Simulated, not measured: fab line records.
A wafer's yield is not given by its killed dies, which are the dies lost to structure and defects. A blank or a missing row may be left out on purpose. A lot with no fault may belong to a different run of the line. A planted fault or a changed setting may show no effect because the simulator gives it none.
Lot-split experiment ; flow rit-cmos ; on a route of 202 steps: 5 lots, 23 wafers read

== ON THE SPLIT ==
At RIT_GATE_DEVELOP_15 (develop time 50 s), the setting develop-time-s was moved away from the recipe's 50 s on 9 of the 23 wafers read, by -14.9% to +7.6%. The other wafers ran this setting at the recipe's value.

== FROM THE SPLIT TO THE READING: what the file shows between them, 2 steps ==
- RIT_GATE_HARDBAKE_18: time 60 s
- RIT_GATE_ETCH_19: etches poly-Si in SF6/CHF3/O2, stops on SiO2, time 165 s, target depth 312.5 nm

== THE READING ==
etest.pmos_0p15.drive-ua-um (the simulator's own value, which no gauge read), at RIT_M1_PROBE_99. There is no usual value for it anywhere in the file. Here, 14 wafers ran the recipe; their average is 253.9 with a standard deviation of 5.

wafer;tool, chamber at the split;develop-time-s as run, s;against the recipe;etest.pmos_0p15.drive-ua-um;against lot-mates on the recipe
L074.1;litho-track-01, 0;50;recipe;245.7;-
L074.2;litho-track-01, 0;44.68;-10.6%;207.9;-41.5
L074.3;litho-track-01, 0;50;recipe;250.3;-
L074.5;litho-track-01, 0;44.68;-10.6%;210.3;-39.1
L074.6;litho-track-01, 0;50;recipe;252.3;-
L076.2;litho-track-01, 0;50;recipe;257.9;-
L076.5;litho-track-01, 0;50;recipe;251.4;-
L076.6;litho-track-01, 0;50;recipe;251.4;-
L080.1;litho-track-01, 0;50;recipe;263;-
L080.2;litho-track-01, 0;50;recipe;264.3;-
L080.3;litho-track-01, 0;44.75;-10.5%;222.9;-38.3
L080.4;litho-track-01, 0;50;recipe;256.2;-
L080.5;litho-track-01, 0;44.75;-10.5%;225.5;-35.7
L083.1;litho-track-01, 0;50;recipe;249.7;-
L083.2;litho-track-01, 0;42.56;-14.9%;195.1;-54.7
L083.3;litho-track-01, 0;50;recipe;249.8;-
L083.4;litho-track-01, 0;42.56;-14.9%;194.5;-55.2
L083.5;litho-track-01, 0;42.56;-14.9%;192.2;-57.6
L085.1;litho-track-02, 0;53.82;+7.6%;289.6;+35.4
L085.2;litho-track-02, 0;50;recipe;254.9;-
L085.3;litho-track-02, 0;53.82;+7.6%;285.9;+31.7
L085.4;litho-track-02, 0;50;recipe;253;-
L085.6;litho-track-02, 0;50;recipe;254.7;-

FIT RESULTS
A straight line over all 23 wafers: etest.pmos_0p15.drive-ua-um changes by +3.94 for each +1% of develop-time-s; r = +0.98; the points scatter about the line by 5.6.
The same after taking each lot's own level away (the mean of its wafers on the recipe; 23 wafers): +3.83 for each +1%; r = +0.99; scatter 2.7.
Per that fit: largest develop-time-s move, reading shift of 57.
The span of the lots' own levels, 249.43 to 261.17, comes to 2.4 times the standard deviation stated above.
The two slopes agree, so the slope changes little with the lot-to-lot level.
Check: for one of the wafers moved furthest among these (-14.9%), held out of the fit, the line's prediction against its lot-mates is -56.4. It came out at -54.7 against them.

== THE OTHER SPLITS THESE WAFERS WENT THROUGH ==
Before the reading, these wafers also passed through other splits. Each is held against what the fit with the lots' levels taken away leaves over:
other split on the same wafers;wafers away from the commonest value;r with etest.pmos_0p15.drive-ua-um (lot level and that fit taken away)
RIT_ACTIVE_CVD_03 temp-c;10;+0.07
RIT_ACTIVE_EXPOSE_08 dose-mj;8;-0.28
RIT_ACTIVE_ETCH_13 over-etch-frac;5;+0.09
RIT_NWELL_SOFTBAKE_02 temp-c;12;-0.17
RIT_NWELL_IMPLANT_08 energy-kev;10;+0.12
RIT_PWELL_IMPLANT_08 energy-kev;5;+0.06
RIT_NRETRO_COAT_01 spin-rpm;8;+0.05
RIT_NRETRO_IMPLANT_08 dose-cm2;8;-0.01

== THE WHOLE CHAIN: every reading that the file lists as answering this split, in the file's order ==
step;what it does;reading;change (the file's fit);r (the file's)
RIT_GATE_ETCH_19;etches poly-Si in SF6/CHF3/O2, stops on SiO2, time 165 s, target depth 312.5 nm;GATE.cd-nm (the simulator's own value, which no gauge read);-1.6 nm for each +1% of the setting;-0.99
RIT_M1_PROBE_99;;etest.pmos_0p3.r-on-ohm-um (the simulator's own value, which no gauge read);-41 for each +1% of the setting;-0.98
RIT_M1_PROBE_99;;etest.pmos-turned.r-on-ohm-um (the simulator's own value, which no gauge read);-42.7 for each +1% of the setting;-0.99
RIT_M1_PROBE_99;;etest.pmos_0p15.r-on-ohm-um (the simulator's own value, which no gauge read);-42.1 for each +1% of the setting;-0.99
RIT_M1_PROBE_99;;etest.nmos_0p15.r-on-ohm-um (the simulator's own value, which no gauge read);-13.2 for each +1% of the setting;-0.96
RIT_M1_PROBE_99;;etest.nmos_0p3.r-on-ohm-um (the simulator's own value, which no gauge read);-12.4 for each +1% of the setting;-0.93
RIT_M1_PROBE_99;;etest.nmos_0p15.drive-ua-um (the simulator's own value, which no gauge read);+6.65 for each +1% of the setting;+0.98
RIT_M1_PROBE_99;;etest.pmos_0p15.drive-ua-um (the simulator's own value, which no gauge read);+3.78 for each +1% of the setting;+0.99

== THE FILE'S OWN FIT ==
etest.pmos_0p15.drive-ua-um changes by +3.78 for each +1% of develop-time-s, r = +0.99.
